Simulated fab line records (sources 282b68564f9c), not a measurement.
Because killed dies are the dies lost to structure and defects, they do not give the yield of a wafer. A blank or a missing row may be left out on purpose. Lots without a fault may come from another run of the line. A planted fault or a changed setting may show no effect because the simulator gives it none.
Problem report, 8D (eight disciplines) form, completed by code :: flow ritCmos :: the parts of the form that need people (team, actions taken, sign-off) are left out

## 1. WHAT WENT WRONG
Wafers free of any fault read 3120 (standard deviation 20) for NSD_TW at RIT_NSD_TW_MEAS_10, against a mean of 3471 on 6 wafers of 2 lots. That puts it +18 standard deviations away from the usual mean.
Earliest sighting: wafer L405.1 on filmMetro-04 at day 5 15:28. At this step, 42 wafers from 14 lots have a number in the record. Rule for "out", or "out of limits": more than 4 standard deviations from the usual mean. Any other wafer with a number is counted as sound.

## 2. WHAT IT IS; WHAT IT IS NOT
question: which readings at this step
is: NSD_TW
is not: -

question: which lots
is: L405, L409
is not: L393, L394, L395, L397, L398, L400, L401, L402, L403, L407, L415, L416

question: which wafers of those lots
is: all that have a number
is not: -

question: read on which gauges
is: filmMetro-04
is not: filmMetro-02, filmMetro-03

question: when
is: from day 5 15:28
is not: up to then (27 sound wafers); but 9 sound wafers of L407, L415, L416 came after

## 3. WHAT RULES OUT EACH SUSPECT
Counting: a tool at any process step up to the reading remains a suspect when it ran all the lots that are out and ran no sound lot after the first of those.
- the gauge at RIT_NSD_TW_MEAS_10 has been ruled out. All the wafers that are out were read on filmMetro-04, but those of them that RIT_NSD_IMPLANT_08 has rows for are out there too, on other tools.
- implanter-02 at RIT_NSD_IMPLANT_08: kept. It processed each lot that is out, first L405 at day 5 15:09, and no sound lot thereafter; up to then, the last sound lot it processed was L403 at day 5 08:25. On those wafers its own readings are out: doseIonsCm2, faradayCurrentUA.
Remaining after the count: implanter-02 at RIT_NSD_IMPLANT_08.

## 4. THE CAUSE (what the simulator had put in)
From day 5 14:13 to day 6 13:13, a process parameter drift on implanter-02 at RIT_NSD_IMPLANT_08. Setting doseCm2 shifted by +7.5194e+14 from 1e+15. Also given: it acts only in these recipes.
Counting left only this tool.

## 5. THE EFFECT CHAIN, in route order
Rows list readings where the struck wafers' mean (over those with a number) sits beyond 3 standard deviations from the usual. Only readings for which the record gives a usual standard deviation are gone through. hours: the time from each lot's start at the first step in this table that gives one to its start at this step, as a median over the lots. sigmas: the change in usual standard deviations.
hours: 0
step: RIT_NSD_IMPLANT_08
reading: doseIonsCm2
usual: 1.0002e+15
on struck wafers: 1.7525e+15
change: +7.5233e+14
sigmas: +99 or more

hours: 0
step: RIT_NSD_IMPLANT_08
reading: endStationPressureTorr
usual: 7.5e-06 Torr
on struck wafers: 9.5e-06
change: +2.0e-06
sigmas: +5.0

hours: 0
step: RIT_NSD_IMPLANT_08
reading: faradayCurrentUA
usual: 3133
on struck wafers: 5490
change: +2357
sigmas: +44

hours: 0
step: RIT_NSD_TW_MEAS_10
reading: NSD_TW
usual: 3120
on struck wafers: 3471
change: +351
sigmas: +18

hours: 3
step: RIT_SDANNEAL_RS_MEAS_05
reading: NSD_RS
usual: 84.60 ohm/sq
on struck wafers: 56.39
change: -28.21
sigmas: -97
It contains these process steps:
- RIT_NSD_IMPLANT_08

## 6. WHAT WOULD HAVE CAUGHT IT SOONER
In this record the first reading out of limits at a measuring or inspecting step was taken at day 5 15:28, 1 hour after the fault began at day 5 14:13.
At RIT_NSD_IMPLANT_08, the tool's own readings (doseIonsCm2, faradayCurrentUA) were out on each struck wafer the step has a row for, so an alarm limit on them would have fired on the first such wafer.
Lots out: 2; of these, L409 started RIT_NSD_IMPLANT_08 on implanter-02 after day 5 15:28. Had the tool been put on hold then, it would have been spared.
